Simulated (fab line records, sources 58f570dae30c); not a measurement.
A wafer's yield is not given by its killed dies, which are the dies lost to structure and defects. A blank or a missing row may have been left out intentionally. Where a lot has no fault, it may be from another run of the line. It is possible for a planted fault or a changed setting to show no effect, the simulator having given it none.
fab line records	flow berkeleyCmos170
record lots=14	wafers=42	lastDay=12
route steps=331 shown SCREENOX@102 GATE@142 SPACER@171 NSD@196
lots with no fault: from the same line, run without faults
startH: hours from the record's first day to the start of the lot's first wafer shown	waitH: time in hours since the lot's previous step	" unchanged from the row above	L1.1+2: one row covering several wafers at once	- value missing, or start not given	* or withheld: withheld	< > ~ a bound
route shown NAME@n: a module of which the file shows steps, and the number in the route of the first	usual: average and standard deviation across the fault-free wafers	same: alike in all rows	chamber/n: place in a boat	sites: per-site readings	_std_site: standard deviation of those values	_edge_site: inner sites' mean taken away from outer sites' mean	radiusMm: how far each site lies from the wafer's centre	mask NAME#n: copy n	behind: the last tool/chamber to shape the wafer	hold: why the lot was held/for how many hours/how that ended	device: whichever transistor did not switch (one of n, p or np)	end of line: at the end of the route, the tests of the same wafers	for a step that has no rows: nothing shown but its recipe	killed: not the wafer's yield, but the dies lost to structure and defects at the first sort	map: the dies of a wafer, with x for killed, . for not killed, _ for no die there
set.NAME: setting as actually run; set.NAME@STEP: the setting as run at that earlier step	model.NAME: the simulator's own value behind a step, which no gauge read
route steps across a sampled set of lots; one table per step, one row per wafer
services: the hour from which a tool's chamber was out of use, counted from the record's first day as startH (under 0 if before that day), plus the number of hours and why
## steps
# step UCB170_SCREENOX_THK_MEAS_02
# recipe reads=SiO2_of_SCREENOX_OXIDATION_01
# usual SCREENOX_OXIDE_THK=14.44/0.3
lot.wafer	tool	chamber	startH	waitH	SCREENOX_OXIDE_THK[nm]
L654.1	filmMetro-04	-	99.38	0.0	14.51
L654.5	"	-	"	"	14.35
L654.6	"	-	"	"	14.39
L657.1	filmMetro-03	-	133.52	0.0	14.31
L657.3	"	-	"	"	14.62
L657.4	"	-	"	"	14.21
L658.2	filmMetro-02	-	133.53	0.0	14.28
L658.4	"	-	"	"	14.30
L658.5	"	-	"	"	14.40
L660.1	filmMetro-02	-	137.94	0.0	14.67
L660.3	"	-	"	"	14.78
L660.6	"	-	"	"	14.38
L661.2	filmMetro-04	-	137.95	0.0	14.72
L661.5	"	-	"	"	14.86
L661.6	"	-	"	"	14.59
L662.1	filmMetro-02	-	152.54	0.0	14.61
L662.5	"	-	"	"	14.55
L662.6	"	-	"	"	14.51
L666.1	filmMetro-04	-	162.95	0.0	14.56
L666.5	"	-	"	"	14.69
L666.6	"	-	"	"	14.30
L669.1	filmMetro-04	-	179.75	0.0	13.99
L669.2	"	-	"	"	14.03
L669.6	"	-	"	"	13.90
L674.3	filmMetro-04	-	191.78	0.0	14.78
L674.4	"	-	"	"	14.73
L674.5	"	-	"	"	14.80
L670.3	filmMetro-03	-	191.81	0.0	14.46
L670.4	"	-	"	"	14.63
L670.6	"	-	"	"	14.42
L671.1	filmMetro-02	-	191.82	0.1	14.57
L671.3	"	-	"	"	14.62
L671.5	"	-	"	"	14.38
L672.1	filmMetro-04	-	191.82	0.1	14.46
L672.2	"	-	"	"	14.51
L672.3	"	-	"	"	14.42
L676.1	filmMetro-03	-	213.04	0.0	15.00
L676.4	"	-	"	"	15.09
L676.5	"	-	"	"	15.22
L677.4	filmMetro-04	-	213.07	0.0	14.05
L677.5	"	-	"	"	14.29
L677.6	"	-	"	"	14.12
# step UCB170_GATE_STRIP_16
# recipe chemistry=O2	powerW=400	pressureMtorr=3500	platenTempC=withheld	o2FlowSccm=400	overashFraction=0.5
# usual drypumpMotorCurrentA=5.8/0.58	oesProductAu=0.724/0.0048
lot.wafer	tool	chamber	startH	waitH	drypumpMotorCurrentA	oesProductAu	rfHoursCounterH
L654.1	plasmaAsher-03	0	116.66	0.0	6.0	0.735	41
L654.5	"	1	"	"	6.4	0.724	-
L654.6	"	0	"	"	6.0	0.719	-
L657.1	plasmaAsher-02	1	156.59	0.0	6.0	0.721	43
L657.3	"	0	"	"	4.8	0.727	-
L657.4	"	1	"	"	6.0	0.721	-
L658.2	plasmaAsher-03	0	156.71	0.0	6.0	0.722	46
L658.4	"	0	"	"	6.0	0.715	-
L658.5	"	1	"	"	6.4	0.726	-
L661.2	plasmaAsher-01	1	165.48	0.0	5.7	0.717	1
L661.5	"	0	"	"	5.0	0.724	-
L661.6	"	1	"	"	5.7	0.720	-
L660.1	plasmaAsher-03	0	165.72	0.0	6.0	0.726	47
L660.3	"	1	"	"	6.4	0.718	-
L660.6	"	0	"	"	6.0	0.715	-
L662.1	plasmaAsher-02	0	172.37	0.0	4.8	0.731	45
L662.5	"	1	"	"	6.0	0.722	-
L662.6	"	0	"	"	4.8	0.718	-
L666.1	plasmaAsher-02	0	188.64	0.0	4.8	0.716	47
L666.5	"	0	"	"	4.8	0.727	-
L666.6	"	1	"	"	6.0	0.728	-
L669.1	plasmaAsher-03	0	197.12	0.0	6.0	0.722	51
L669.2	"	1	"	"	6.5	0.734	51
L669.6	"	0	"	"	6.0	0.725	-
L672.1	plasmaAsher-02	0	213.45	0.0	4.8	0.720	51
L672.2	"	1	"	"	6.0	0.727	51
L672.3	"	1	"	"	6.0	0.726	-
L671.1	plasmaAsher-03	0	213.55	0.0	6.0	0.724	53
L671.3	"	0	"	"	6.0	0.730	-
L671.5	"	0	"	"	6.0	0.721	-
L674.3	plasmaAsher-01	1	213.60	0.1	5.7	0.721	-
L674.4	"	0	"	"	5.0	0.728	-
L674.5	"	0	"	"	5.0	0.722	-
L670.3	plasmaAsher-03	1	213.76	0.1	6.4	0.727	-
L670.4	"	0	"	"	6.0	0.726	-
L670.6	"	0	"	"	6.0	0.726	-
L677.4	plasmaAsher-01	0	234.32	0.1	5.0	0.711	-
L677.5	"	1	"	"	5.7	0.726	-
L677.6	"	0	"	"	5.0	0.725	-
L676.1	plasmaAsher-02	0	234.81	0.0	4.8	0.722	54
L676.4	"	1	"	"	6.0	0.728	-
L676.5	"	1	"	"	6.0	0.722	-
# step UCB170_SPACER_CVD_00
# recipe material=SiO2	targetThkNm=376	tempC=390	precursor=TEOS/O2	timeS=47	rfW=550	pressureMtorr=9000
# usual heaterPowerW=269/51	pressureMtorr=9000/20
lot.wafer	tool	chamber	startH	waitH	heaterPowerW	pressureMtorr
L654.1	pecvd-02	2	121.14	0.0	245	8979
L654.5	"	1	"	"	310	9033
L654.6	"	0	"	"	233	9004
L657.1	pecvd-02	2	161.52	0.0	236	9021
L657.3	"	0	"	"	193	8998
L657.4	"	2	"	"	237	9036
L658.2	pecvd-01	0	161.52	0.0	356	8975
L658.4	"	1	"	"	233	8970
L658.5	"	0	"	"	265	9016
L661.2	pecvd-02	0	170.34	0.0	194	8994
L661.5	"	2	"	"	221	8959
L661.6	"	1	"	"	292	8991
L660.1	pecvd-01	0	170.56	0.0	337	9018
L660.3	"	1	"	"	242	8955
L660.6	"	0	"	"	354	9018
L662.1	pecvd-02	0	177.62	0.0	245	8991
L662.5	"	1	"	"	216	9010
L662.6	"	0	"	"	234	8968
L666.1	pecvd-02	0	192.97	0.0	234	9017
L666.5	"	1	"	"	255	9016
L666.6	"	0	"	"	249	9025
L669.1	pecvd-04	0	202.09	0.0	217	8992
L669.2	"	1	"	"	236	9007
L669.6	"	2	"	"	312	8969
L671.1	pecvd-04	1	221.09	0.0	285	9042
L671.3	"	2	"	"	317	9012
L671.5	"	1	"	"	286	9046
L672.1	pecvd-01	2	221.09	0.0	374	8975
L672.2	"	1	"	"	303	8985
L672.3	"	0	"	"	284	9024
L674.3	pecvd-01	2	223.67	0.0	301	8994
L674.4	"	0	"	"	348	8984
L674.5	"	2	"	"	316	9000
L670.3	pecvd-04	2	223.85	0.0	231	9024
L670.4	"	1	"	"	282	9033
L670.6	"	2	"	"	262	9050
L677.4	pecvd-04	1	239.39	0.0	280	9011
L677.5	"	2	"	"	286	9013
L677.6	"	0	"	"	224	8997
L676.1	pecvd-01	2	239.67	0.0	278	8991
L676.4	"	1	"	"	279	9012
L676.5	"	0	"	"	353	9002
# step UCB170_SPACER_THK_MEAS_01
# recipe reads=SiO2_of_SPACER_CVD_00
# usual SPACER_TEOS_THK=378/5.7
lot.wafer	tool	chamber	startH	waitH	SPACER_TEOS_THK[nm]
L654.1	filmMetro-01	-	121.18	0.0	368
L654.5	"	-	"	"	378
L654.6	"	-	"	"	369
L657.1	filmMetro-03	-	161.56	0.0	372
L657.3	"	-	"	"	366
L657.4	"	-	"	"	379
L658.2	filmMetro-02	-	161.57	0.0	371
L658.4	"	-	"	"	376
L658.5	"	-	"	"	381
L661.2	filmMetro-03	-	170.40	0.0	370
L661.5	"	-	"	"	379
L661.6	"	-	"	"	386
L660.1	filmMetro-01	-	170.61	0.0	374
L660.3	"	-	"	"	369
L660.6	"	-	"	"	380
L662.1	filmMetro-01	-	177.66	0.0	417
L662.5	"	-	"	"	387
L662.6	"	-	"	"	430
L666.1	filmMetro-03	-	193.02	0.0	415
L666.5	"	-	"	"	380
L666.6	"	-	"	"	420
L669.1	filmMetro-01	-	202.14	0.0	375
L669.2	"	-	"	"	376
L669.6	"	-	"	"	383
L671.1	filmMetro-02	-	221.18	0.1	377
L671.3	"	-	"	"	379
L671.5	"	-	"	"	379
L672.1	filmMetro-03	-	221.18	0.1	377
L672.2	"	-	"	"	368
L672.3	"	-	"	"	374
L674.3	filmMetro-01	-	223.73	0.0	379
L674.4	"	-	"	"	384
L674.5	"	-	"	"	380
L670.3	filmMetro-03	-	223.91	0.0	384
L670.4	"	-	"	"	387
L670.6	"	-	"	"	391
L677.4	filmMetro-01	-	239.44	0.0	384
L677.5	"	-	"	"	388
L677.6	"	-	"	"	379
L676.1	filmMetro-01	-	239.71	0.0	381
L676.4	"	-	"	"	376
L676.5	"	-	"	"	382
# step UCB170_SPACER_ETCHBACK_03
# recipe stopOn=Si	target=SiO2	chemistry=CHF3/CF4/Ar	CHF3_flow_sccm=50	cf4FlowSccm=10	Ar_flow_sccm=120	pressureMtorr=200	rfW=500	targetDepthA=3760	timeS=100
# usual drypumpMotorCurrentA=5.7/0.53	oesProductAu=0.908/0.015	throttleValvePct=6.49/0.083
lot.wafer	tool	chamber	startH	waitH	drypumpMotorCurrentA	oesProductAu	rfHoursCounterH	throttleValvePct
L654.1	rieDiel-04	2	124.98	0.0	5.1	0.916	1	6.47
L654.5	"	2	"	"	5.1	0.919	-	6.50
L654.6	"	3	"	"	6.0	0.904	-	6.52
L657.1	rieDiel-04	1	164.45	0.0	5.6	0.880	119	6.50
L657.3	"	2	"	"	5.1	0.900	2	6.48
L657.4	"	3	"	"	6.0	0.934	-	6.52
L658.2	rieDiel-02	1	164.45	0.0	5.1	0.882	2	6.59
L658.4	"	1	"	"	5.1	0.899	-	6.57
L658.5	"	3	"	"	6.6	0.906	-	6.39
L660.1	rieDiel-04	3	173.74	0.0	6.0	0.914	34	6.53
L660.3	"	1	"	"	5.6	0.882	119	6.50
L660.6	"	2	"	"	5.1	0.934	-	6.48
L661.2	rieDiel-02	1	173.74	0.0	5.1	0.886	2	6.59
L661.5	"	1	"	"	5.1	0.899	-	6.58
L661.6	"	3	"	"	6.6	0.913	-	6.39
L662.1	rieDiel-03	2	181.53	0.0	5.7	0.990	61	6.55
L662.5	"	1	"	"	6.3	0.935	-	6.50
L662.6	"	2	"	"	5.7	0.999	-	6.53
L666.1	rieDiel-04	2	195.33	0.0	5.1	0.985	4	6.50
L666.5	"	0	"	"	5.6	0.903	-	6.37
L666.6	"	1	"	"	5.6	0.969	-	6.49
L669.1	rieDiel-04	1	208.90	0.0	5.6	0.892	121	6.48
L669.2	"	3	"	"	6.0	0.920	36	6.51
L669.6	"	1	"	"	5.6	0.906	-	6.49
L671.1	rieDiel-04	1	223.42	0.0	5.5	0.897	122	6.48
L671.3	"	2	"	"	5.1	0.922	5	6.49
L671.5	"	0	"	"	5.7	0.907	-	6.37
L672.1	rieDiel-02	1	223.42	0.0	5.1	0.896	6	6.60
L672.2	"	3	"	"	6.6	0.884	43	6.40
L672.3	"	0	"	"	5.2	0.903	20	6.40
L670.3	rieDiel-03	2	226.86	0.0	5.7	0.929	64	6.54
L670.4	"	0	"	"	5.6	0.916	142	6.70
L670.6	"	2	"	"	5.7	0.942	-	6.54
L674.3	rieDiel-04	1	226.86	0.0	5.6	0.896	122	6.48
L674.4	"	0	"	"	5.7	0.914	2	6.37
L674.5	"	1	"	"	5.6	0.904	-	6.48
L676.1	rieDiel-03	3	245.20	0.0	5.3	0.909	2	6.48
L676.4	"	2	"	"	5.8	0.915	65	6.54
L676.5	"	1	"	"	6.3	0.922	-	6.49
L677.4	rieDiel-04	0	245.20	0.0	5.7	0.909	2	6.39
L677.5	"	0	"	"	5.6	0.920	-	6.39
L677.6	"	1	"	"	5.6	0.902	-	6.49
# step UCB170_NSD_STRIP_09
# recipe chemistry=O2	powerW=400	pressureMtorr=3500	platenTempC=withheld	o2FlowSccm=400	overashFraction=0.5
# usual drypumpMotorCurrentA=5.7/0.59	oesProductAu=0.534/0.0044	stripTimeToEndpointS=35.81/0.061
lot.wafer	tool	chamber	startH	waitH	drypumpMotorCurrentA	oesProductAu	rfHoursCounterH	stripTimeToEndpointS
L654.1	plasmaAsher-02	1	130.19	0.1	6.0	0.530	40	35.76
L654.5	"	0	"	"	4.8	0.530	-	35.78
L654.6	"	1	"	"	6.0	0.536	-	35.75
L657.1	plasmaAsher-01	0	167.63	0.1	5.0	0.535	1	35.78
L657.3	"	1	"	"	5.7	0.527	-	35.78
L657.4	"	0	"	"	5.0	0.524	-	35.71
L658.2	plasmaAsher-02	0	167.89	0.1	4.7	0.535	44	35.79
L658.4	"	1	"	"	6.0	0.531	-	35.79
L658.5	"	1	"	"	6.0	0.533	-	35.75
L660.1	plasmaAsher-03	1	177.43	0.1	6.4	0.529	48	35.80
L660.3	"	0	"	"	6.0	0.537	-	35.80
L660.6	"	1	"	"	6.4	0.536	-	35.81
L661.2	plasmaAsher-02	1	177.51	0.1	6.0	0.544	46	35.78
L661.5	"	1	"	"	6.0	0.532	-	35.79
L661.6	"	0	"	"	4.8	0.539	-	35.75
L662.1	plasmaAsher-03	0	184.98	0.1	6.0	0.531	49	35.80
L662.5	"	0	"	"	6.0	0.528	-	35.75
L662.6	"	1	"	"	6.4	0.533	-	35.78
L666.1	plasmaAsher-03	1	202.12	0.1	6.4	0.540	52	35.78
L666.5	"	0	"	"	6.0	0.538	-	35.76
L666.6	"	1	"	"	6.4	0.530	-	35.75
L669.1	plasmaAsher-02	1	213.08	0.1	6.0	0.534	51	35.94
L669.2	"	0	"	"	4.8	0.531	51	35.91
L669.6	"	1	"	"	6.0	0.539	-	35.88
L671.1	plasmaAsher-03	0	227.17	0.1	6.0	0.536	55	35.92
L671.3	"	0	"	"	6.0	0.544	-	35.95
L671.5	"	1	"	"	6.4	0.539	-	35.87
L672.1	plasmaAsher-02	1	227.29	0.1	6.0	0.533	53	35.87
L672.2	"	0	"	"	4.8	0.530	53	35.85
L672.3	"	0	"	"	4.8	0.537	-	35.83
L674.3	plasmaAsher-03	1	229.97	0.1	6.4	0.534	-	35.87
L674.4	"	0	"	"	6.0	0.530	-	35.98
L674.5	"	0	"	"	6.0	0.535	-	36.00
L670.3	plasmaAsher-02	1	230.09	0.1	6.0	0.531	-	35.83
L670.4	"	0	"	"	4.8	0.524	-	35.73
L670.6	"	0	"	"	4.8	0.528	-	35.81
L677.4	plasmaAsher-01	1	248.49	0.1	5.7	0.536	-	35.86
L677.5	"	1	"	"	5.7	0.531	-	35.85
L677.6	"	0	"	"	5.0	0.537	-	35.88
L676.1	plasmaAsher-02	0	250.63	0.1	4.8	0.534	56	35.69
L676.4	"	1	"	"	6.0	0.528	-	35.80
L676.5	"	0	"	"	4.8	0.539	-	35.81
## services
tool	chamber	startH	hours	kind
pecvd-01	-	95.34	1.8	repair
rieDiel-02	1	100.19	5.9	repair
plasmaAsher-01	-	104.86	2.8	pm
plasmaAsher-01	-	108.75	9.0	pm
pecvd-02	-	109.12	2.8	pm
plasmaAsher-01	-	112.35	39.4	repair
rieDiel-03	-	118.40	2.8	pm
plasmaAsher-01	-	127.63	1.2	repair
plasmaAsher-01	-	133.06	0.8	repair
pecvd-04	-	135.50	14.0	pm
rieDiel-02	2	136.22	121.8	repair
rieDiel-04	3	142.27	6.8	repair
rieDiel-04	0	151.21	7.3	repair
rieDiel-03	3	151.24	7.8	repair
pecvd-04	-	153.49	0.4	repair
rieDiel-02	3	159.41	3.8	repair
rieDiel-02	0	159.62	21.0	repair
rieDiel-03	0	163.48	1.8	repair
pecvd-02	-	167.41	0.5	repair
pecvd-01	-	179.56	2.8	pm
rieDiel-04	2	186.95	4.3	repair
rieDiel-04	0	202.69	10.8	repair
rieDiel-04	-	220.34	0.7	repair
pecvd-01	-	232.52	0.8	pm
## key
firstSign step=UCB170_SPACER_THK_MEAS_01	reading=SPACER_TEOS_THK	direction=up	sigmas=7.6	usual=378	struck=421
effect step=UCB170_SPACER_ETCHBACK_03	reading=oesProductAu	direction=up	sigmas=5.2	usual=0.908	struck=0.986
metAt UCB170_SPACER_CVD_00
struckLots L662,L666
struckWafers L662.1,L662.6,L666.1,L666.6
sortLeftOut L662.1,L662.6,L666.1,L666.6
testerLeftOut L662,L666
notActingAt UCB170_SCREENOX_THK_MEAS_02,UCB170_GATE_STRIP_16,UCB170_NSD_STRIP_09
onsetBetween 170.34 177.62
fault kind=processParameterDrift	tool=pecvd-02	chamber=0	onsetH=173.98	steps=UCB170_SPACER_CVD_00	channel=targetThkNm	offset=45.12	shape=step	endH=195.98	actsIn=theseRecipesOnly	stated=376
# testerLeftOut: of these lots the tester's yield and bins aren't shown, on N5 and GAA mostly nor the transistor test; their killed dies are dies lost to structure and defects alone, not to doping, threshold or leakage, so they don't give the yield
# sortLeftOut: the simulated sort isn't trusted on such a fault, so these wafers' sort isn't shown, and their yield isn't known
